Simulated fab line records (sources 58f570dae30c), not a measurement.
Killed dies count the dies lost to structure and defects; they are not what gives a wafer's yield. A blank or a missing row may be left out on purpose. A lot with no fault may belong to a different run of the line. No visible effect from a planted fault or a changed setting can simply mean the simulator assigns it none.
Shared-tool check	flow berkeley_cmos170	42 wafers sampled across 14 lots

## REASON IT WAS OPENED
At UCB170_NWELL_THK_MEAS_05 the reading NWELL_NITRIDE_THK is flagged on 2 of 14 lots. No-fault wafers: 225.2 nm, standard deviation 2.4.
Rule: flag the lot when none of its wafers has a number, or when each of its wafers that has one lies beyond 4 standard deviations from that mean. The rest of the lots are taken to be sound.

lot	measured	on	NWELL_NITRIDE_THK (nm), wafer by wafer	flag
L679	day 2 17:31	film_metro-04	226.2 226.1 228.7	
L680	day 2 17:31	film_metro-03	225.4 224.5 225.3	
L681	day 2 23:49	film_metro-04	221.4 221.2 221.1	
L682	day 2 23:49	film_metro-01	226.1 224.5 223.9	
L684	day 3 16:48	film_metro-04	225.8 225.1 224.0	
L685	day 3 16:50	film_metro-03	227.0 224.7 225.5	
L687	day 4 07:53	film_metro-01	226.5 225.4 226.2	
L688	day 4 07:54	film_metro-03	219.9 222.2 219.8	
L689	day 4 14:53	film_metro-01	228.3 228.6 226.9	
L691	day 4 22:57	film_metro-03	224.7 225.3 224.7	
L690	day 4 22:58	film_metro-01	226.8 224.6 225.8	
L693	day 5 06:51	film_metro-01	193.2 194.7 194.5	FLAGGED
L694	day 5 19:25	film_metro-04	195.4 193.6 194.0	FLAGGED
L701	day 7 04:15	film_metro-01	220.6 221.8 221.2	
Average over the flagged lots: 194.2 nm; offset from the usual -31.0 nm, equal to -13 standard deviations.

## WHICH TOOL EACH LOT WENT THROUGH
The record holds 1 process step before the reading, out of a route of 331 steps. Each cell gives the tool, then ch followed by the chambers the sampled wafers passed through, then the start.
lot	flag	UCB170_NWELL_CVD_04
L679		lpcvd-02 ch 1, day 2 15:35
L680		lpcvd-02 ch 0, day 2 15:35
L681		lpcvd-02 ch 0, day 2 21:51
L682		lpcvd-02 ch 0, day 2 21:51
L684		lpcvd-01 ch 0, day 3 14:52
L685		lpcvd-01 ch 0, day 3 14:52
L687		lpcvd-02 ch 1, day 4 04:59
L688		lpcvd-02 ch 1, day 4 04:59
L689		lpcvd-01 ch 1, day 4 12:57
L691		lpcvd-01 ch 1, day 4 21:01
L690		lpcvd-01 ch 1, day 4 21:01
L693	FLAGGED	lpcvd-01 ch 0, day 5 04:55
L694	FLAGGED	lpcvd-01 ch 0, day 5 16:31
L701		lpcvd-02 ch 1, day 7 02:19
These steps, and what they do:
- UCB170_NWELL_CVD_04: deposits Si3N4 from SiH2Cl2/NH3, target thk 224 nm, time 3360 s.
- UCB170_NWELL_THK_MEAS_05

## FLAGGED AGAINST TOTAL, ONE TOOL AT A TIME (gauges that did the reading follow at the end)
step	tool	lots run	flagged	share of the flagged lots	sound lots run after its first flagged lot
UCB170_NWELL_CVD_04	lpcvd-01	7	2	all	0
UCB170_NWELL_CVD_04	lpcvd-02	7	0	none	-
UCB170_NWELL_THK_MEAS_05	film_metro-01	6	1	some	1 (L701)
UCB170_NWELL_THK_MEAS_05	film_metro-03	4	0	none	-
UCB170_NWELL_THK_MEAS_05	film_metro-04	4	1	some	0

## THE TABLE: WHAT IT ALLOWS
In the table, 1 row covers all flagged lots: lpcvd-01 at UCB170_NWELL_CVD_04.
- lpcvd-01 at UCB170_NWELL_CVD_04 ran 7 lots, 2 of them flagged. Last sound lot L690 at day 4 21:01, first flagged lot L693 at day 5 04:55; a fault beginning in between fits.
lpcvd-01 at UCB170_NWELL_CVD_04 is the single tool remaining.

## WHAT WAS PUT IN BY THE SIMULATOR
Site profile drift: lpcvd-01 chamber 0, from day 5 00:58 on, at UCB170_NWELL_CVD_04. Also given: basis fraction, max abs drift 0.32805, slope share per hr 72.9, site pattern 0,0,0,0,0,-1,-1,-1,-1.
Lots struck among those shown: L693, L694. The rule above found the same.
